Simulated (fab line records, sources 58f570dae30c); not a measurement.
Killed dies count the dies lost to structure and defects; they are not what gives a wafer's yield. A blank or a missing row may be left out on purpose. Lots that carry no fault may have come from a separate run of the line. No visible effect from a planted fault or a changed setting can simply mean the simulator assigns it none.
Which tool is to blame? / flow berkeleyCmos170 / 14 lots, 42 wafers sampled, at 5 steps of a route of 331

== WHAT THE GAUGES READ, wafer by wafer ==
UCB170_START_BOW_MEAS_00. Usual: for INCOMING_BOW the level is 0 um and the standard deviation is 6.2.
lot=L917; measured=day 1 10:00; on=filmMetro-03; INCOMING_BOW (um)=9 -3 1; flag=
lot=L918; measured=day 1 15:02; on=filmMetro-04; INCOMING_BOW (um)=0 1 6; flag=
lot=L919; measured=day 1 20:01; on=filmMetro-04; INCOMING_BOW (um)=-1 2 9; flag=
lot=L920; measured=day 2 01:02; on=filmMetro-03; INCOMING_BOW (um)=2 2 1; flag=
lot=L921; measured=day 2 06:00; on=filmMetro-01; INCOMING_BOW (um)=-5 -4 5; flag=
lot=L922; measured=day 2 11:00; on=filmMetro-01; INCOMING_BOW (um)=-6 3 -8; flag=
lot=L925; measured=day 3 02:01; on=filmMetro-03; INCOMING_BOW (um)=-4 -3 2; flag=
lot=L926; measured=day 3 07:01; on=filmMetro-01; INCOMING_BOW (um)=1 2 4; flag=
lot=L931; measured=day 4 08:01; on=filmMetro-03; INCOMING_BOW (um)=10 4 0; flag=
lot=L932; measured=day 4 13:01; on=filmMetro-01; INCOMING_BOW (um)=-1 7 7; flag=
lot=L934; measured=day 4 23:00; on=filmMetro-03; INCOMING_BOW (um)=0 10 2; flag=
lot=L936; measured=day 5 09:00; on=filmMetro-03; INCOMING_BOW (um)=12 3 -5; flag=
lot=L938; measured=day 5 19:01; on=filmMetro-01; INCOMING_BOW (um)=16 5 -12; flag=
lot=L939; measured=day 6 00:00; on=filmMetro-03; INCOMING_BOW (um)=0 2 8; flag=

UCB170_PWELL_THK_MEAS_06. Usual: for PWELL_NITRIDE_THK the level is 220.0 nm and the standard deviation is 1.7.
lot=L917; measured=day 3 00:13; on=filmMetro-03; PWELL_NITRIDE_THK (nm)=218.4 218.9 218.6; flag=
lot=L918; measured=day 3 03:59; on=filmMetro-03; PWELL_NITRIDE_THK (nm)=218.9 217.9 218.9; flag=
lot=L919; measured=day 3 11:17; on=filmMetro-03; PWELL_NITRIDE_THK (nm)=219.7 218.7 218.0; flag=
lot=L920; measured=day 3 17:59; on=filmMetro-01; PWELL_NITRIDE_THK (nm)=217.8 215.7 215.1; flag=
lot=L921; measured=day 3 17:58; on=filmMetro-02; PWELL_NITRIDE_THK (nm)=217.8 219.0 218.2; flag=
lot=L922; measured=day 4 09:33; on=filmMetro-02; PWELL_NITRIDE_THK (nm)=219.1 220.7 221.3; flag=
lot=L925; measured=day 5 02:39; on=filmMetro-03; PWELL_NITRIDE_THK (nm)=220.7 220.0 221.5; flag=
lot=L926; measured=day 5 02:46; on=filmMetro-01; PWELL_NITRIDE_THK (nm)=221.2 220.3 222.6; flag=
lot=L931; measured=day 6 00:50; on=filmMetro-02; PWELL_NITRIDE_THK (nm)=221.0 220.7 220.6; flag=
lot=L932; measured=day 6 05:01; on=filmMetro-01; PWELL_NITRIDE_THK (nm)=223.8 222.6 221.4; flag=
lot=L934; measured=day 6 09:40; on=filmMetro-01; PWELL_NITRIDE_THK (nm)=221.5 220.0 220.8; flag=
lot=L936; measured=day 6 13:03; on=filmMetro-02; PWELL_NITRIDE_THK (nm)=222.3 223.4 221.8; flag=
lot=L938; measured=day 7 11:04; on=filmMetro-02; PWELL_NITRIDE_THK (nm)=220.0 218.5 220.2; flag=
lot=L939; measured=day 7 11:07; on=filmMetro-01; PWELL_NITRIDE_THK (nm)=218.4 218.0 218.3; flag=

UCB170_PFIELD_TW_MEAS_09. Usual: for PFIELD_TW the level is 603 and the standard deviation is 3.3.
lot=L917; measured=day 4 06:38; on=filmMetro-02; PFIELD_TW=602 607 602; flag=
lot=L918; measured=day 4 06:30; on=filmMetro-04; PFIELD_TW=604 603 601; flag=
lot=L919; measured=day 5 02:28; on=filmMetro-02; PFIELD_TW=608 604 607; flag=
lot=L920; measured=day 5 12:19; on=filmMetro-04; PFIELD_TW=602 599 604; flag=
lot=L921; measured=day 5 12:34; on=filmMetro-02; PFIELD_TW=604 606 605; flag=
lot=L922; measured=day 5 15:36; on=filmMetro-02; PFIELD_TW=599 598 603; flag=
lot=L925; measured=day 6 03:42; on=filmMetro-02; PFIELD_TW=606 608 601; flag=
lot=L926; measured=day 6 17:08; on=filmMetro-01; PFIELD_TW=537 536 531; flag=OFF
lot=L931; measured=day 7 05:14; on=filmMetro-04; PFIELD_TW=531 531 530; flag=OFF
lot=L932; measured=day 7 10:21; on=filmMetro-01; PFIELD_TW=607 606 608; flag=
lot=L934; measured=day 7 20:32; on=filmMetro-04; PFIELD_TW=595 596 596; flag=
lot=L936; measured=day 7 23:29; on=filmMetro-02; PFIELD_TW=604 607 605; flag=
lot=L938; measured=day 8 19:47; on=filmMetro-01; PFIELD_TW=605 608 608; flag=
lot=L939; measured=day 8 23:51; on=filmMetro-04; PFIELD_TW=603 603 601; flag=

UCB170_PVT_OVL_MEAS_06. Usual: for PVT_OVL the level is -1 nm and the standard deviation is 5.2.
lot=L917; measured=day 5 11:44; on=overlay-02; PVT_OVL (nm)=1 5 -6; flag=
lot=L918; measured=day 5 11:43; on=overlay-02; PVT_OVL (nm)=0 7 5; flag=
lot=L919; measured=day 6 05:43; on=overlay-01; PVT_OVL (nm)=1 -1 -1; flag=
lot=L920; measured=day 6 17:04; on=overlay-01; PVT_OVL (nm)=8 3 7; flag=
lot=L921; measured=day 6 17:07; on=overlay-02; PVT_OVL (nm)=-4 -7 -3; flag=
lot=L922; measured=day 6 18:53; on=overlay-01; PVT_OVL (nm)=-5 -3 -12; flag=
lot=L925; measured=day 7 04:48; on=overlay-02; PVT_OVL (nm)=-3 7 2; flag=
lot=L926; measured=day 7 22:09; on=overlay-02; PVT_OVL (nm)=-2 11 3; flag=
lot=L931; measured=day 8 19:22; on=overlay-02; PVT_OVL (nm)=5 -9 0; flag=
lot=L932; measured=day 8 19:39; on=overlay-02; PVT_OVL (nm)=-1 4 1; flag=
lot=L934; measured=day 9 08:26; on=overlay-02; PVT_OVL (nm)=-12 -5 -11; flag=
lot=L936; measured=day 9 11:53; on=overlay-01; PVT_OVL (nm)=1 6 0; flag=
lot=L938; measured=day 9 22:40; on=overlay-02; PVT_OVL (nm)=1 -3 -3; flag=
lot=L939; measured=day 10 00:12; on=overlay-02; PVT_OVL (nm)=4 0 -2; flag=

== WHICH TOOL RAN EACH LOT (tool, then ch and the chambers of the sampled wafers, then the start) ==
lot=L917; UCB170_PFIELD_IMPLANT_07=implanter-04 ch 0, day 4 06:23
lot=L918; UCB170_PFIELD_IMPLANT_07=implanter-04 ch 0, day 4 06:17
lot=L919; UCB170_PFIELD_IMPLANT_07=implanter-04 ch 0, day 5 02:13
lot=L920; UCB170_PFIELD_IMPLANT_07=implanter-03 ch 0, day 5 12:06
lot=L921; UCB170_PFIELD_IMPLANT_07=implanter-03 ch 0, day 5 12:19
lot=L922; UCB170_PFIELD_IMPLANT_07=implanter-03 ch 0, day 5 15:21
lot=L925; UCB170_PFIELD_IMPLANT_07=implanter-04 ch 0, day 6 03:28
lot=L926; UCB170_PFIELD_IMPLANT_07=implanter-03 ch 0, day 6 16:55
lot=L931; UCB170_PFIELD_IMPLANT_07=implanter-03 ch 0, day 7 05:00
lot=L932; UCB170_PFIELD_IMPLANT_07=implanter-04 ch 0, day 7 10:07
lot=L934; UCB170_PFIELD_IMPLANT_07=implanter-04 ch 0, day 7 20:17
lot=L936; UCB170_PFIELD_IMPLANT_07=implanter-04 ch 0, day 7 23:14
lot=L938; UCB170_PFIELD_IMPLANT_07=implanter-02 ch 0, day 8 19:33
lot=L939; UCB170_PFIELD_IMPLANT_07=implanter-04 ch 0, day 8 23:36
- UCB170_PFIELD_IMPLANT_07

== WHAT THE TOOLS THEMSELVES READ (means of the sampled wafers that have a number; where no wafer has one, the mark that the record gives instead) ==
UCB170_PFIELD_IMPLANT_07. Usual: doseIonsCm2 2e+13, standard deviation 1.8e+10; faradayCurrentUA 63.5, standard deviation 1.3.
lot=L917 tool=implanter-04 doseIonsCm2=2e+13 faradayCurrentUA=63.4 flag=
lot=L918 tool=implanter-04 doseIonsCm2=2e+13 faradayCurrentUA=64.2 flag=
lot=L919 tool=implanter-04 doseIonsCm2=2e+13 faradayCurrentUA=65.1 flag=
lot=L920 tool=implanter-03 doseIonsCm2=2e+13 faradayCurrentUA=63.0 flag=
lot=L921 tool=implanter-03 doseIonsCm2=2e+13 faradayCurrentUA=64.1 flag=
lot=L922 tool=implanter-03 doseIonsCm2=2e+13 faradayCurrentUA=63.5 flag=
lot=L925 tool=implanter-04 doseIonsCm2=2e+13 faradayCurrentUA=64.2 flag=
lot=L926 tool=implanter-03 doseIonsCm2=1e+13 faradayCurrentUA=42.3 flag=OFF
lot=L931 tool=implanter-03 doseIonsCm2=1e+13 faradayCurrentUA=41.5 flag=OFF
lot=L932 tool=implanter-04 doseIonsCm2=2e+13 faradayCurrentUA=63.4 flag=
lot=L934 tool=implanter-04 doseIonsCm2=2e+13 faradayCurrentUA=63.8 flag=
lot=L936 tool=implanter-04 doseIonsCm2=2e+13 faradayCurrentUA=63.8 flag=
lot=L938 tool=implanter-02 doseIonsCm2=2e+13 faradayCurrentUA=64.3 flag=
lot=L939 tool=implanter-04 doseIonsCm2=2e+13 faradayCurrentUA=64.3 flag=

== THE ANSWER, worked out from the rows above alone ==
Rule: lot off if the mean of its wafers having a number is beyond 3 standard deviations from the usual mean. A lot without any number at a reading at which 4 lots or more have one is off too. The other lots that the step has rows for count as sound. After the gauges, taken in route order, come the tools' own readings; for these a lot's mean is taken, as printed above. At the first step where some lot is off, the reading lying furthest off is the one used; lots without a number count as furthest.
Off: L926, L931, at UCB170_PFIELD_TW_MEAS_09 (PFIELD_TW).
A tool fits if, at a process step before that reading, it ran every lot that is off, and no sound lot after the first of them. The gauges at UCB170_PFIELD_TW_MEAS_09 aren't tried: what is off there is off at UCB170_PFIELD_IMPLANT_07 too, on other tools, and a gauge's error can't cause that. One fits: implanter-03 at UCB170_PFIELD_IMPLANT_07. A fault onset in the window from L922 (day 5 15:21, its last sound lot) to L926 (day 6 16:55, its first lot off) fits.
The tool's own readings at UCB170_PFIELD_IMPLANT_07 bear it out: on the lots that are off they differ by more than 5 times the standard deviation of the sound lots' means. doseIonsCm2 reads 1e+13 there against 2e+13 on the sound lots; faradayCurrentUA reads 41.9 there against 63.9 on the sound lots.

== WHAT THE SIMULATOR PUT IN ==
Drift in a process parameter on implanter-03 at UCB170_PFIELD_IMPLANT_07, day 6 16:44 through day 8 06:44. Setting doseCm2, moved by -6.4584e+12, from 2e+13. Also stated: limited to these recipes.
Lots struck among those shown: L926, L931. This agrees with what the rule above found.
